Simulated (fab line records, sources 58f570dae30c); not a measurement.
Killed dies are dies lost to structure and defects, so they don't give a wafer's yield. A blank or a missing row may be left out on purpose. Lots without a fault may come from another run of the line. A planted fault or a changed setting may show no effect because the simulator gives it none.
Chamber matching | flow berkeley_cmos170 | UCB170_V1_CMP_02 on cmp-01: 4 sister chambers
The step polishes SiO2. 4 wafers are shown with their chamber, then 8 later ones without.

WAFERS WITH THEIR CHAMBER
wafer  | chamber | motor_current_A (A)
L765.1 | 0       | 15.8
L770.1 | 2       | 14.6
L770.3 | 1       | 14.6
L771.2 | 3       | 17.1

WAFERS WITHOUT THEIR CHAMBER
wafer  | motor_current_A (A)
L771.3 | 14.8
L771.6 | 16.3
L769.1 | 16.5
L769.4 | 14.6
L769.6 | 15.1
L776.1 | 14.7
L776.2 | 15.9
L776.5 | 13.8

WHICH CHAMBER EACH WENT THROUGH
wafer  | from the rows above          | in truth
L771.3 | can't be placed: 1 or 2 or 0 | 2
L771.6 | can't be placed: 0 or 3      | 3
L769.1 | can't be placed: 3 or 0      | 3
L769.4 | can't be placed: 1 or 2      | 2
L769.6 | can't be placed: 1 or 2 or 0 | 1
L776.1 | can't be placed: 1 or 2      | 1
L776.2 | 0                            | 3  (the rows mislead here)
L776.5 | can't be placed: 1 or 2      | 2
Placed correctly: 0 of 8. Can't be placed from these rows: 7 (the true chamber is among the candidates in 7). Placed wrongly: 1.
How it was worked out, from the rows above alone: a wafer's distance from a chamber is the root of the sum, over the readings, of the square of ((its reading less the chamber's mean) divided by the reading's scatter). The wafer belongs to the nearest chamber; if the next one is less than 2 further off, it can't be placed. A chamber's mean is the mean of its shown wafers. The scatter: with one shown wafer a chamber, the root of the mean of the squares of how far each hidden wafer lies from its nearest shown one.
